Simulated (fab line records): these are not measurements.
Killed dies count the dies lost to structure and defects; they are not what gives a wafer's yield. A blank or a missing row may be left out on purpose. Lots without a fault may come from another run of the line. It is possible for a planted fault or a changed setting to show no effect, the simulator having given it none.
fab line records	flow ritCmos
record lots=5	wafers=23
route steps=202 shown PRETRO@69 GATE@78 FOX2@80 NLDD@105 SPACER@130 NSD@139 PSD@150 SDANNEAL@156 M1@202
startH: the number of hours between the record's first day and the start of the first shown wafer of the lot	waitH: hours from the lot's prior step to this one	" the same as in the row above	L1.1+2: several wafers, shown together as one row	- value missing, or start not given	* or withheld: withheld	< > ~ a bound
route shown NAME@n: a module of which the file shows steps, and the number in the route of the first	usual: mean/standard deviation of fault-free wafers	same: alike in all rows	chamber/n: place in a boat	sites: readings site by site	_std_site: how widely they spread, as a standard deviation	_edge_site: mean of outer sites minus mean of inner sites	radiusMm: how far each site lies from the wafer's centre	mask NAME#n: copy n	behind: the last tool/chamber to shape the wafer	hold: the reason the lot was held/the length of the hold in hours/how it ended	device: which transistor (n, p or np) failed to switch	end of line: tests run on the same wafers once the route is complete	step lacking rows: just its recipe	killed: not the wafer's yield, but the dies lost to structure and defects at the first sort	map: a wafer's dies, x killed, . not, _ none there
set.NAME: the setting that was run; set.NAME@STEP: the one run at that earlier step	model.NAME: the simulator's own value behind a step, which no gauge read
lots whose settings were changed on purpose; a table a step, a row a wafer
## steps
# step RIT_PRETRO_DEVELOP_05
# recipe resist=NOVOLAK	developTimeS=68	devTempC=23
lot.wafer	tool	chamber	startH	waitH	set.devTempC
L075.2+3+4	lithoTrack-04	0	-	-	20.7
L075.5+6	"	0	"	"	23
L077.1+4+5	lithoTrack-02	0	-	-	19.57
L077.2+6	"	0	"	"	23
L079.1+4	lithoTrack-02	0	-	-	25.25
L079.2+3+5	"	0	"	"	23
L083.1+3+5	lithoTrack-04	0	-	-	23
L085.1+4+6	lithoTrack-04	0	-	-	26.32
L085.2+3	"	0	"	"	23
# step RIT_PRETRO_HARDBAKE_07
# recipe resist=NOVOLAK	tempC=140	timeS=120
# step RIT_GATE_CLEAN_03
# recipe chemistry=SC2	mix=3:3:50	timeS=600	tempC=75	dry=n2Spin
# step RIT_GATE_CLEAN_04
# recipe chemistry=dHF	dilution=50:1	timeS=61.54	dry=n2Spin
# step RIT_FOX2_THK_MEAS_91
# recipe reads=SiO2_of_FOX2_OXIDATION_00
# usual FIELD_OXIDE_LEFT_2_THK=255/5.2
lot.wafer	tool	chamber	startH	waitH	set.tempC@FOX2_OXIDATION_00	FIELD_OXIDE_LEFT_2_THK[nm]
L075.2	filmMetro-03	-	37.66	0.0	1076	209
L075.3	"	-	"	"	1076	210
L075.4	"	-	"	"	1076	214
L075.5	"	-	"	"	1076	205
L075.6	"	-	"	"	1076	207
L077.1	filmMetro-01	-	47.61	0.0	1073	216
L077.2	"	-	"	"	1073	208
L077.4	"	-	"	"	1073	208
L077.5	"	-	"	"	1073	210
L077.6	"	-	"	"	1073	217
L079.1	filmMetro-01	-	58.08	0.0	1112	281
L079.2	"	-	"	"	1112	283
L079.3	"	-	"	"	1112	288
L079.4	"	-	"	"	1112	281
L079.5	"	-	"	"	1112	285
L083.1	filmMetro-01	-	77.30	0.0	1100	252
L083.3	"	-	"	"	1100	253
L083.5	"	-	"	"	1100	258
L085.1	filmMetro-01	-	89.77	0.0	1119	281
L085.2	"	-	"	"	1119	283
L085.3	"	-	"	"	1119	274
L085.4	"	-	"	"	1119	285
L085.6	"	-	"	"	1119	284
# step RIT_GATE_OXIDATION_05
# recipe tempC=900	ambient=O2	targetThkA=30	oxTimeS=270
lot.wafer	tool	chamber	startH	waitH	set.oxTimeS	model.SiO2_of_GATE_OXIDATION_05.thkNm
L075.2	-	-	-	0.0	257.6	2.848
L075.3	"	-	"	"	257.6	2.793
L075.4	"	-	"	"	257.6	2.779
L075.5	"	-	"	"	257.6	2.78
L075.6	"	-	"	"	257.6	2.749
L077.1	-	-	-	0.5	229.9	2.685
L077.2	"	-	"	"	229.9	2.709
L077.4	"	-	"	"	229.9	2.676
L077.5	"	-	"	"	229.9	2.661
L077.6	"	-	"	"	229.9	2.753
L079.1	-	-	-	0.1	236.6	2.734
L079.2	"	-	"	"	236.6	2.687
L079.3	"	-	"	"	236.6	2.728
L079.4	"	-	"	"	236.6	2.761
L079.5	"	-	"	"	236.6	2.717
L083.1	furnace-03	0	78.89	1.6	270	2.913
L083.3	"	0	"	"	270	2.904
L083.5	"	0	"	"	270	2.925
L085.1	-	-	-	0.1	270	3.107
L085.2	"	-	"	"	270	3.098
L085.3	"	-	"	"	270	3.061
L085.4	"	-	"	"	270	3.134
L085.6	"	-	"	"	270	3.089
# step RIT_GATE_COAT_11
# recipe resist=NOVOLAK	spinRpm=4250	resistThkNm=850
lot.wafer	tool	chamber	startH	waitH	set.resistThkNm	model.NOVOLAK_of_GATE_COAT_11.thkNm
L075.2	lithoTrack-02	0	40.95	0.1	850	846.8
L075.3	"	0	"	"	815.3	813.9
L075.4	"	0	"	"	850	847
L075.5	"	0	"	"	815.3	810.2
L075.6	"	0	"	"	850	846.4
L077.1	lithoTrack-04	0	51.35	0.1	850	849.6
L077.2	"	0	"	"	850	848.2
L077.4	"	0	"	"	850	849
L077.5	"	0	"	"	850	850.4
L077.6	"	0	"	"	850	852
L079.1	lithoTrack-02	0	61.35	0.1	850	854
L079.2	"	0	"	"	850	853.2
L079.3	"	0	"	"	850	852.6
L079.4	"	0	"	"	850	855.1
L079.5	"	0	"	"	850	851.9
L083.1	lithoTrack-02	0	82.87	0.1	850	849.4
L083.3	"	0	"	"	850	851.7
L083.5	"	0	"	"	850	847.1
L085.1	lithoTrack-02	0	95.19	0.1	818.6	816.5
L085.2	"	0	"	"	818.6	816.7
L085.3	"	0	"	"	818.6	818.1
L085.4	"	0	"	"	850	845.2
L085.6	"	0	"	"	850	847.2
# step RIT_GATE_SOFTBAKE_12
# recipe resist=NOVOLAK	tempC=90	timeS=60
# step RIT_GATE_EXPOSE_13
# recipe maskId=M6	na=0.6	sourceShape=conventional	sigmaOuter=0.6	targetCdNm=150	doseMj=380
# step RIT_GATE_PEB_14
# recipe resist=NOVOLAK	tempC=withheld	timeS=withheld
# step RIT_GATE_DEVELOP_15
# recipe resist=NOVOLAK	developTimeS=50	devTempC=23
# step RIT_GATE_CD_MEAS_16
# recipe targetCdNm=150
# usual cdNm=149.3/1.7
lot.wafer	tool	chamber	startH	waitH	set.resistThkNm@GATE_COAT_11	cdNm
L075.2	cdSem-02	-	41.64	-	850	150.1
L075.3	"	-	"	"	815.3	143.7
L075.4	"	-	"	"	850	149.7
L075.5	"	-	"	"	815.3	143.7
L075.6	"	-	"	"	850	150.5
L077.1	cdSem-02	-	52.05	-	850	146.9
L077.2	"	-	"	"	850	148.9
L077.4	"	-	"	"	850	147.7
L077.5	"	-	"	"	850	150.5
L077.6	"	-	"	"	850	149.4
L079.1	cdSem-01	-	62.17	-	850	149.9
L079.2	"	-	"	"	850	148.6
L079.3	"	-	"	"	850	149.3
L079.4	"	-	"	"	850	149.1
L079.5	"	-	"	"	850	147.3
L083.1	cdSem-02	-	83.57	-	850	152.5
L083.3	"	-	"	"	850	152.4
L083.5	"	-	"	"	850	150.2
L085.1	cdSem-02	-	96.01	-	818.6	144.7
L085.2	"	-	"	"	818.6	144.7
L085.3	"	-	"	"	818.6	144.9
L085.4	"	-	"	"	850	150.3
L085.6	"	-	"	"	850	150.7
# step RIT_GATE_HARDBAKE_18
# recipe resist=NOVOLAK	tempC=140	timeS=60
lot.wafer	tool	chamber	startH	waitH	set.resistThkNm@GATE_COAT_11	model.NOVOLAK_of_GATE_COAT_11.thkNm
L075.2	lithoTrack-02	0	41.80	0.0	850	749.6
L075.3	"	0	"	"	815.3	720.9
L075.4	"	0	"	"	850	749.9
L075.5	"	0	"	"	815.3	717.7
L075.6	"	0	"	"	850	749.4
L077.1	lithoTrack-04	0	52.21	0.0	850	752.1
L077.2	"	0	"	"	850	750.9
L077.4	"	0	"	"	850	751.6
L077.5	"	0	"	"	850	752.9
L077.6	"	0	"	"	850	754.2
L079.1	lithoTrack-01	0	62.43	0.1	850	755.9
L079.2	"	0	"	"	850	755.2
L079.3	"	0	"	"	850	754.8
L079.4	"	0	"	"	850	756.9
L079.5	"	0	"	"	850	754.2
L083.1	lithoTrack-01	0	83.73	0.0	850	751.9
L083.3	"	0	"	"	850	754
L083.5	"	0	"	"	850	750
L085.1	lithoTrack-04	0	96.17	0.0	818.6	723.1
L085.2	"	0	"	"	818.6	723.4
L085.3	"	0	"	"	818.6	724.5
L085.4	"	0	"	"	850	748.3
L085.6	"	0	"	"	850	750.1
# step RIT_GATE_ETCH_19
# recipe chemistry=SF6/CHF3/O2	timeS=165	SF6_flow_sccm=30	CHF3_flow_sccm=30	O2_flow_sccm=5	target=poly-Si	pressureMtorr=40	rfW=160	targetDepthA=3125	overEtchFrac=0.25	stopOn=SiO2
lot.wafer	tool	chamber	startH	waitH	set.resistThkNm@GATE_COAT_11	model.NOVOLAK_of_GATE_COAT_11.thkNm	model.GATE.cdNm
L075.2	rieSi-01	1	41.93	0.1	850	666.6	150.1
L075.3	"	0	"	"	815.3	638.2	143.6
L075.4	"	2	"	"	850	667.8	150
L075.5	"	0	"	"	815.3	635.8	143.5
L075.6	"	1	"	"	850	665.2	150.8
L077.1	rieSi-01	1	52.36	0.1	850	668.4	147.3
L077.2	"	3	"	"	850	669.6	148.6
L077.4	"	0	"	"	850	669.3	147.5
L077.5	"	3	"	"	850	670.8	150.7
L077.6	"	0	"	"	850	671.5	149.4
L079.1	rieSi-01	3	62.58	0.1	850	674.1	-
L079.2	"	2	"	"	850	672.8	148.9
L079.3	"	1	"	"	850	671.8	148.9
L079.4	"	0	"	"	850	675	149.4
L079.5	"	2	"	"	850	672	147.3
L083.1	rieSi-01	2	83.88	0.1	850	670	152.1
L083.3	"	1	"	"	850	670.7	152.6
L083.5	"	0	"	"	850	667.2	150.4
L085.1	rieSi-01	0	96.32	0.1	818.6	640	144.5
L085.2	"	3	"	"	818.6	640.7	144.9
L085.3	"	2	"	"	818.6	641.4	144.7
L085.4	"	1	"	"	850	664.7	150.7
L085.6	"	3	"	"	850	667.5	151
# step RIT_GATE_STRIP_20
# recipe chemistry=O2	timeS=180	resist=NOVOLAK	platenTempC=withheld	powerW=500	pressureMtorr=4000	o2FlowSccm=4000
lot.wafer	tool	chamber	startH	waitH	set.o2FlowSccm
L075.2+3+4+5+6	plasmaAsher-04	1,1,0,1,0	42.04	0.1	4000
L077.1+5	plasmaAsher-03	1	52.47	0.1	4000
L077.2+4+6	"	0,1,0	"	"	3794
L079.1+3	plasmaAsher-03	0,1	62.69	0.1	4000
L079.2+4+5	"	1,0,0	"	"	4227
L083.1+3+5	plasmaAsher-01	0,1,1	83.99	0.1	4000
L085.1+3	plasmaAsher-04	1,0	96.43	0.1	4000
L085.2+4+6	"	0,1,1	"	"	3427
# step RIT_GATE_CD_MEAS_90
# recipe targetCdNm=150
# usual cdNm=149.3/1.7
lot.wafer	tool	chamber	startH	waitH	set.resistThkNm@GATE_COAT_11	cdNm
L075.2	cdSem-01	-	42.23	0.1	850	150.2
L075.3	"	-	"	"	815.3	143.7
L075.4	"	-	"	"	850	150.1
L075.5	"	-	"	"	815.3	143.0
L075.6	"	-	"	"	850	150.9
L077.1	cdSem-02	-	52.65	0.1	850	147.4
L077.2	"	-	"	"	850	148.7
L077.4	"	-	"	"	850	147.6
L077.5	"	-	"	"	850	150.6
L077.6	"	-	"	"	850	149.4
L079.1	cdSem-01	-	62.86	0.1	850	149.9
L079.2	"	-	"	"	850	148.9
L079.3	"	-	"	"	850	149.2
L079.4	"	-	"	"	850	149.6
L079.5	"	-	"	"	850	147.3
L083.1	cdSem-01	-	84.16	0.1	850	152.0
L083.3	"	-	"	"	850	152.4
L083.5	"	-	"	"	850	150.3
L085.1	cdSem-01	-	96.60	0.1	818.6	144.4
L085.2	"	-	"	"	818.6	144.8
L085.3	"	-	"	"	818.6	144.5
L085.4	"	-	"	"	850	150.8
L085.6	"	-	"	"	850	150.6
# step RIT_NLDD_SOFTBAKE_02
# recipe resist=NOVOLAK	tempC=90	timeS=60
lot.wafer	tool	chamber	startH	waitH	set.tempC
L075.2+3	lithoTrack-04	0	45.96	0.1	90
L075.4+5+6	"	0	"	"	92.28
L077.1+4	lithoTrack-03	0	56.08	0.1	90
L077.2+5+6	"	0	"	"	92.91
L079.1+2+5	lithoTrack-01	0	66.29	0.1	90
L079.3+4	"	0	"	"	86.26
L083.1+3+5	lithoTrack-04	0	87.59	0.1	90
L085.1+3+4	lithoTrack-01	0	100.21	0.1	90
L085.2+6	"	0	"	"	92.3
# step RIT_NLDD_EXPOSE_03
# recipe maskId=M7	na=0.57	targetCdNm=40700	doseMj=250
# step RIT_NLDD_PEB_04
# recipe resist=NOVOLAK	tempC=withheld	timeS=withheld
# step RIT_NLDD_DEVELOP_05
# recipe resist=NOVOLAK	developTimeS=50	devTempC=23
lot.wafer	tool	chamber	startH	waitH	set.tempC@NLDD_SOFTBAKE_02	model.NOVOLAK_of_NLDD_COAT_01.thkNm
L075.2	lithoTrack-03	0	-	-	90	996.7
L075.3	"	0	"	"	90	997.6
L075.4	"	0	"	"	92.28	988.4
L075.5	"	0	"	"	92.28	989.7
L075.6	"	0	"	"	92.28	991.5
L077.1	lithoTrack-01	0	-	-	90	999.5
L077.2	"	0	"	"	92.91	992.8
L077.4	"	0	"	"	90	997.5
L077.5	"	0	"	"	92.91	990.3
L077.6	"	0	"	"	92.91	989.6
L079.1	lithoTrack-04	0	-	-	90	995.9
L079.2	"	0	"	"	90	993.7
L079.3+4	"	0	"	"	86.26	1005
L079.5	"	0	"	"	90	992.3
L083.1+5	lithoTrack-01	0	-	-	90	1001
L083.3	"	0	"	"	90	997.9
L085.1	lithoTrack-03	0	-	-	90	999.2
L085.2	"	0	"	"	92.3	993
L085.3	"	0	"	"	90	998.1
L085.4	"	0	"	"	90	997.9
L085.6	"	0	"	"	92.3	989.6
# step RIT_SPACER_ETCHBACK_05
# recipe targetDepthA=2500	SF6_flow_sccm=30	CHF3_flow_sccm=30	target=Si3N4	chemistry=SF6/CHF3	pressureMtorr=40	rfW=250	timeS=240	stopOn=SiO2
# usual oesProductAu=0.841/0.0086
lot.wafer	tool	chamber	startH	waitH	set.timeS	oesProductAu	model.poly-Si_of_GATE_CVD_08.thkNm	model.Si3N4_of_SPACER_CVD_03.thkNm
L075.2	rieDiel-03	2	51.07	0.0	240	0.833	163.2	192.2
L075.3	"	3	"	"	240	0.839	164.2	193.1
L075.4	"	1	"	"	240	0.844	163.7	193.1
L075.5	"	3	"	"	226.1	0.876	167.8	196.1
L075.6	"	0	"	"	226.1	0.865	166.8	193
L077.1	rieDiel-04	0	61.34	0.1	218	0.898	175.2	199
L077.2	"	2	"	"	240	0.823	168.4	193
L077.4	"	3	"	"	240	0.841	167.1	194.6
L077.5	"	1	"	"	240	0.842	165.2	193.4
L077.6	"	2	"	"	218	0.889	174.1	196.8
L079.1	rieDiel-03	3	72.10	0.1	252.6	0.842	166.2	189.3
L079.2	"	0	"	"	240	0.837	167.1	193.3
L079.3	"	2	"	"	240	0.847	166.2	194.1
L079.4	"	1	"	"	240	0.846	166.7	193.6
L079.5	"	2	"	"	252.6	0.842	162.2	189.9
L083.1	rieDiel-01	0	93.03	0.1	240	0.845	168.2	193.8
L083.3	"	1	"	"	240	0.851	169.2	193.2
L083.5	"	3	"	"	240	0.837	171	192.8
L085.1	rieDiel-04	2	106.30	0.1	230.1	0.877	173.3	198.2
L085.2	"	3	"	"	240	0.854	167.9	195.5
L085.3	"	0	"	"	240	0.843	171.3	195.6
L085.4	"	1	"	"	230.1	0.861	176.1	197.3
L085.6	"	2	"	"	240	0.847	169	194.6
# step RIT_NSD_IMPLANT_08
# recipe species=P	energyKev=25	doseCm2=1e+15	tiltDeg=7
lot.wafer	tool	chamber	startH	waitH	set.doseCm2
L075.2+3+4+5+6	implanter-04	0	52.28	0.1	1e+15
L077.1+2+5	implanter-02	0	62.81	0.1	1.052e+15
L077.4+6	"	0	"	"	1e+15
L079.1+2	implanter-02	0	73.29	0.1	9.795e+14
L079.3+4+5	"	0	"	"	1e+15
L083.1+3+5	implanter-02	0	94.34	0.1	1e+15
L085.1+3+6	implanter-04	0	107.49	0.1	1e+15
L085.2+4	"	0	"	"	9.262e+14
# step RIT_NSD_STRIP_09
# recipe chemistry=O2	timeS=180	resist=NOVOLAK	platenTempC=withheld	powerW=500	pressureMtorr=4000	o2FlowSccm=4000
# step RIT_NSD_TW_MEAS_10
# usual NSD_TW=3105/19
lot.wafer	tool	chamber	startH	waitH	set.doseCm2@NSD_IMPLANT_08	NSD_TW
L075.2	filmMetro-01	-	52.59	0.1	1e+15	3126
L075.3	"	-	"	"	1e+15	3122
L075.4	"	-	"	"	1e+15	3112
L075.5	"	-	"	"	1e+15	3138
L075.6	"	-	"	"	1e+15	3112
L077.1	filmMetro-03	-	63.13	0.1	1.052e+15	3128
L077.2	"	-	"	"	1.052e+15	3104
L077.4	"	-	"	"	1e+15	3081
L077.5	"	-	"	"	1.052e+15	3126
L077.6	"	-	"	"	1e+15	3082
L079.1	filmMetro-02	-	73.62	0.1	9.795e+14	3060
L079.2	"	-	"	"	9.795e+14	3061
L079.3	"	-	"	"	1e+15	3096
L079.4	"	-	"	"	1e+15	3073
L079.5	"	-	"	"	1e+15	3097
L083.1	filmMetro-02	-	94.66	0.1	1e+15	3095
L083.3	"	-	"	"	1e+15	3078
L083.5	"	-	"	"	1e+15	3090
L085.1	filmMetro-01	-	107.81	0.1	1e+15	3124
L085.2	"	-	"	"	9.262e+14	3070
L085.3	"	-	"	"	1e+15	3117
L085.4	"	-	"	"	9.262e+14	3069
L085.6	"	-	"	"	1e+15	3147
# step RIT_PSD_IMPLANT_08
# recipe species=BF2	energyKev=27	doseCm2=5e+15	tiltDeg=7
lot.wafer	tool	chamber	startH	waitH	set.tiltDeg
L075.2+5	implanter-04	0	53.82	0.1	7.408
L075.3+4+6	"	0	"	"	7
L077.1+2+4	implanter-03	0	64.23	0.1	7.864
L077.5+6	"	0	"	"	7
L079.1+2+3+4+5	implanter-03	0	74.84	0.1	7
L083.1+3+5	implanter-04	0	95.76	0.1	7
L085.1+2+3+4+6	implanter-02	0	108.91	0.1	7
# step RIT_PSD_STRIP_09
# recipe chemistry=O2	timeS=180	resist=NOVOLAK	platenTempC=withheld	powerW=500	pressureMtorr=4000	o2FlowSccm=4000
# step RIT_SDANNEAL_RTA_03
# recipe tempC=1050	timeS=4.9	idleTempC=600	rampUpCPerS=342	rampDownCPerS=171	coolToC=600	ambient=N2
# step RIT_SDANNEAL_RS_MEAS_05
# recipe thkMeasGauge=four-point-probe
# usual NSD_RS=84.51/0.29
lot.wafer	tool	chamber	startH	waitH	set.doseCm2@NSD_IMPLANT_08	NSD_RS[ohm/sq]
L075.2	filmMetro-01	-	54.76	0.1	1e+15	84.23
L075.3	"	-	"	"	1e+15	84.34
L075.4	"	-	"	"	1e+15	84.26
L075.5	"	-	"	"	1e+15	84.27
L075.6	"	-	"	"	1e+15	84.33
L077.1	filmMetro-02	-	65.25	0.1	1.052e+15	81.51
L077.2	"	-	"	"	1.052e+15	81.78
L077.4	"	-	"	"	1e+15	84.67
L077.5	"	-	"	"	1.052e+15	81.43
L077.6	"	-	"	"	1e+15	85.09
L079.1	filmMetro-03	-	75.77	0.1	9.795e+14	86.15
L079.2	"	-	"	"	9.795e+14	86.39
L079.3	"	-	"	"	1e+15	84.63
L079.4	"	-	"	"	1e+15	84.82
L079.5	"	-	"	"	1e+15	84.72
L083.1	filmMetro-03	-	96.69	0.1	1e+15	84.22
L083.3	"	-	"	"	1e+15	84.58
L083.5	"	-	"	"	1e+15	84.15
L085.1	filmMetro-02	-	109.84	0.1	1e+15	84.25
L085.2	"	-	"	"	9.262e+14	89.44
L085.3	"	-	"	"	1e+15	84.24
L085.4	"	-	"	"	9.262e+14	89.67
L085.6	"	-	"	"	1e+15	84.16
# step RIT_M1_PROBE_99
# usual killedAtContacts=0.1/0.28	killedAtFrontEnd=7.2/3	killedDies=7.2/2.9	killedOpen=3.4/1.9	killedShort=3.8/2.1
# same grossDies=264	killed_at_M0_to_M3=0	killed_at_M4_up=0	killedAtBackSide=0	killedAtOther=0
lot.wafer	tool	chamber	startH	waitH	set.resistThkNm@GATE_COAT_11	killedAtContacts	killedAtFrontEnd	killedDies	killedOpen	killedShort	model.etest.nmos_0p15.driveUaUm
L075.2	prober-01	-	62.04	0.1	850	0	3	3	2	1	499.1
L075.3	prober-01	-	62.09	0.2	815.3	0	7	7	3	4	539.6
L075.4	prober-01	-	62.14	0.2	850	0	2	2	0	2	513.1
L075.5	prober-01	-	62.19	0.2	815.3	0	7	7	4	3	544.3
L075.6	prober-01	-	62.24	0.2	850	0	8	8	2	6	511.8
L077.1	prober-01	-	72.86	0.1	850	1	13	14	9	5	525.4
L077.2	prober-01	-	72.91	0.1	850	1	5	6	4	2	512.3
L077.4	prober-01	-	73.01	0.2	850	0	9	9	5	4	517.5
L077.5	prober-01	-	73.06	0.2	850	0	4	4	2	2	513.7
L077.6	prober-01	-	73.11	0.2	850	0	8	8	4	4	499.1
L079.1	prober-01	-	83.10	0.1	850	0	9	9	3	5	515.8
L079.2	prober-01	-	83.15	0.1	850	0	5	5	3	2	532.6
L079.3	prober-01	-	83.20	0.2	850	0	7	7	4	3	525.6
L079.4	prober-01	-	83.25	0.2	850	0	4	4	2	2	524.5
L079.5	prober-01	-	83.30	0.2	850	0	13	13	8	5	527.1
L083.1	prober-01	-	104.27	0.1	850	0	4	4	2	2	469.8
L083.3	prober-01	-	104.37	0.2	850	1	3	4	1	3	467.3
L083.5	prober-01	-	104.47	0.2	850	0	10	10	6	4	468.7
L085.1	prober-01	-	117.19	0.1	818.6	0	8	8	5	3	489.2
L085.2	prober-01	-	117.24	0.1	818.6	0	12	12	8	4	483
L085.3	prober-01	-	117.29	0.2	818.6	1	8	9	6	3	495.6
L085.4	prober-01	-	117.34	0.2	850	0	12	12	6	6	451.2
L085.6	prober-01	-	117.44	0.2	850	0	8	8	5	3	463.6
# killed by level:class
L075.2 GATE:geometricParticle:open=1 SILICIDE:geometricParticle:open=1 SILICIDE:geometricParticle:short=1
L075.3 GATE:geometricParticle:open=2 REOX:geometricParticle:short=2 FOX1:geometricParticle:short=1 FOX2:geometricParticle:short=1 SPACER:geometricParticle:open=1
L075.4 GATE:geometricParticle:short=1 SILICIDE:geometricParticle:short=1
L075.5 FOX1:geometricParticle:open=2 FOX1:geometricParticle:short=2 GATE:geometricParticle:open=1 GATE:geometricParticle:short=1 REOX:geometricParticle:open=1
L075.6 REOX:geometricParticle:short=4 FOX1:geometricParticle:short=1 FOX1:geometricParticle:open=1 FOX2:geometricParticle:short=1 REOX:geometricParticle:open=1
L077.1 SPACER:geometricParticle:open=4 FOX1:geometricParticle:open=3 FOX1:geometricParticle:short=2 GATE:geometricParticle:short=2 GATE:geometricParticle:open=2 CONTACT:geometricParticle:short=1
L077.2 FOX1:geometricParticle:short=2 GATE:geometricParticle:open=2 REOX:geometricParticle:open=1 CONTACT:geometricParticle:open=1
L077.4 GATE:geometricParticle:open=3 GATE:geometricParticle:short=3 SPACER:geometricParticle:open=1 SILICIDE:geometricParticle:open=1 SILICIDE:geometricParticle:short=1
L077.5 FOX1:geometricParticle:short=1 REOX:geometricParticle:open=1 GATE:geometricParticle:open=1 SILICIDE:geometricParticle:short=1
L077.6 GATE:geometricParticle:short=4 FOX1:geometricParticle:open=1 FOX2:geometricParticle:open=1 GATE:geometricParticle:open=1 REOX:geometricParticle:open=1
L079.1 GATE:geometricParticle:short=2 SILICIDE:geometricParticle:short=2 FOX1:geometricParticle:open=1 GATE:geometricParticle:open=1 REOX:geometricParticle:short=1 SPACER:geometricParticle:open=1 NRETRO:coatMicrobubblePrinted=1
L079.2 GATE:geometricParticle:open=2 REOX:geometricParticle:short=1 SILICIDE:geometricParticle:short=1 SILICIDE:geometricParticle:open=1
L079.3 GATE:geometricParticle:open=2 SPACER:geometricParticle:short=2 FOX1:geometricParticle:open=1 GATE:geometricParticle:short=1 SPACER:geometricParticle:open=1
L079.4 FOX1:geometricParticle:short=1 GATE:geometricParticle:open=1 SPACER:geometricParticle:short=1 SILICIDE:geometricParticle:open=1
L079.5 GATE:geometricParticle:short=4 FOX1:geometricParticle:open=2 GATE:geometricParticle:open=2 SILICIDE:geometricParticle:open=2 ACTIVE:geometricParticle:short=1 REOX:geometricParticle:open=1 SPACER:geometricParticle:open=1
L083.1 SILICIDE:geometricParticle:open=2 FOX2:geometricParticle:short=1 SILICIDE:geometricParticle:short=1
L083.3 GATE:geometricParticle:short=1 REOX:geometricParticle:short=1 SILICIDE:geometricParticle:short=1 CONTACT:geometricParticle:open=1
L083.5 FOX1:geometricParticle:open=2 GATE:geometricParticle:short=2 GATE:geometricParticle:open=2 FOX1:geometricParticle:short=1 SPACER:geometricParticle:open=1 SPACER:geometricParticle:short=1 SILICIDE:geometricParticle:open=1
L085.1 SILICIDE:geometricParticle:open=2 FOX2:geometricParticle:open=1 GATE:geometricParticle:short=1 GATE:geometricParticle:open=1 SPACER:geometricParticle:short=1 SPACER:geometricParticle:open=1 SILICIDE:geometricParticle:short=1
L085.2 GATE:geometricParticle:open=4 FOX1:geometricParticle:open=2 GATE:geometricParticle:short=2 SPACER:geometricParticle:open=2 FOX1:geometricParticle:short=1 SPACER:geometricParticle:short=1
L085.3 FOX1:geometricParticle:open=2 REOX:geometricParticle:open=2 FOX1:geometricParticle:short=1 GATE:geometricParticle:short=1 REOX:geometricParticle:short=1 SPACER:geometricParticle:open=1 CONTACT:geometricParticle:open=1
L085.4 GATE:geometricParticle:open=3 GATE:geometricParticle:short=3 FOX1:geometricParticle:short=2 REOX:geometricParticle:open=2 FOX2:geometricParticle:open=1 SPACER:geometricParticle:short=1
L085.6 FOX1:geometricParticle:open=2 GATE:geometricParticle:open=2 FOX1:geometricParticle:short=1 GATE:geometricParticle:short=1 REOX:geometricParticle:short=1 SPACER:geometricParticle:open=1
## key
split step=RIT_PRETRO_DEVELOP_05	setting=devTempC	stated=23	by=wafer
response none clear
split step=RIT_GATE_OXIDATION_05	setting=oxTimeS	stated=270	by=lot
response step=RIT_GATE_OXIDATION_05	reading=model.SiO2_of_GATE_OXIDATION_05.thkNm	change=+0.0214	per=1%	r=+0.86
split step=RIT_GATE_COAT_11	setting=resistThkNm	stated=850	by=wafer
response step=RIT_GATE_COAT_11	reading=model.NOVOLAK_of_GATE_COAT_11.thkNm	change=+8.22	per=1%	r=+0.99
response step=RIT_GATE_CD_MEAS_16	reading=cdNm	change=+1.57	per=1%	r=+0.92
response step=RIT_GATE_HARDBAKE_18	reading=model.NOVOLAK_of_GATE_COAT_11.thkNm	change=+7.2	per=1%	r=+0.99
response step=RIT_GATE_ETCH_19	reading=model.NOVOLAK_of_GATE_COAT_11.thkNm	change=+7.07	per=1%	r=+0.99
response step=RIT_GATE_ETCH_19	reading=model.GATE.cdNm	change=+1.66	per=1%	r=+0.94
response step=RIT_GATE_CD_MEAS_90	reading=cdNm	change=+1.69	per=1%	r=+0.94
response step=RIT_M1_PROBE_99	reading=model.etest.nmos_0p15.driveUaUm	change=-8.46	per=1%	r=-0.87
split step=RIT_GATE_STRIP_20	setting=o2FlowSccm	stated=4000	by=wafer
response none clear
split step=RIT_NLDD_SOFTBAKE_02	setting=tempC	stated=90	by=wafer
response step=RIT_NLDD_DEVELOP_05	reading=model.NOVOLAK_of_NLDD_COAT_01.thkNm	change=-2.65	per=1%	r=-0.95
split step=RIT_SPACER_ETCHBACK_05	setting=timeS	stated=240	by=wafer
response step=RIT_SPACER_ETCHBACK_05	reading=oesProductAu	change=-0.00497	per=1%	r=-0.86
response step=RIT_SPACER_ETCHBACK_05	reading=model.poly-Si_of_GATE_CVD_08.thkNm	change=-0.78	per=1%	r=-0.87
response step=RIT_SPACER_ETCHBACK_05	reading=model.Si3N4_of_SPACER_CVD_03.thkNm	change=-0.498	per=1%	r=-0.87
split step=RIT_NSD_IMPLANT_08	setting=doseCm2	stated=1e+15	by=wafer
response step=RIT_NSD_TW_MEAS_10	reading=NSD_TW	change=+8.11	per=1%	r=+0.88
response step=RIT_SDANNEAL_RS_MEAS_05	reading=NSD_RS	change=-0.697	per=1%	r=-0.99
split step=RIT_PSD_IMPLANT_08	setting=tiltDeg	stated=7	by=wafer
response none clear
split outsideThisFile step=RIT_FOX2_OXIDATION_00 setting=tempC
# split outsideThisFile: this setting was split too, and the file shows its column; the key of that split is in another file
